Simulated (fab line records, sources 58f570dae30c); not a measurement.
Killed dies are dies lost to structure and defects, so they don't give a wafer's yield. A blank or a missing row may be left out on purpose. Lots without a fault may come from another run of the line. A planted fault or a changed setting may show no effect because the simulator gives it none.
Which tool did it? | flow berkeley_cmos170 | 7 lots, 21 wafers sampled, at 1 step of a route of 331

WHAT THE GAUGES READ, wafer by wafer
UCB170_NSD_OVL_MEAS_07.
lot  | measured     | on         | NSD_OVL (nm)
L799 | day 8 12:26  | overlay-01 | -7 -10 -8
L800 | day 8 21:46  | overlay-01 | 1 1 -5
L803 | day 8 22:18  | overlay-01 | -7 2 1
L805 | day 9 11:07  | overlay-01 | -6 -7 -12
L816 | day 11 17:56 | overlay-02 | -9 -7 -9
L818 | day 12 13:29 | overlay-01 | 0 -5 -4
L819 | day 13 00:23 | overlay-02 | -2 -1 -9

WHICH TOOL RAN EACH LOT (tool, then ch and the chambers of the sampled wafers, then the start)
The record holds no process step before these readings.

THE ANSWER, worked out from the rows above alone
Rule: what is usual is taken from the lots themselves. Put in order of their means at a reading, lots are off if they are a third of the lots or fewer, leave a main group of 4 or more, and stand apart from it by a gap of 3 or more times the standard deviation of the main group's means; of several such gaps the widest counts. A main group whose means are all the same, to the digits that the tables above print for the reading, isn't used. A lot without any number at a reading at which 4 lots or more have one is off too. The other lots that the step has rows for count as sound.
No lot is off at any reading shown: from this, nothing can be told.

WHAT THE SIMULATOR HAD PUT IN
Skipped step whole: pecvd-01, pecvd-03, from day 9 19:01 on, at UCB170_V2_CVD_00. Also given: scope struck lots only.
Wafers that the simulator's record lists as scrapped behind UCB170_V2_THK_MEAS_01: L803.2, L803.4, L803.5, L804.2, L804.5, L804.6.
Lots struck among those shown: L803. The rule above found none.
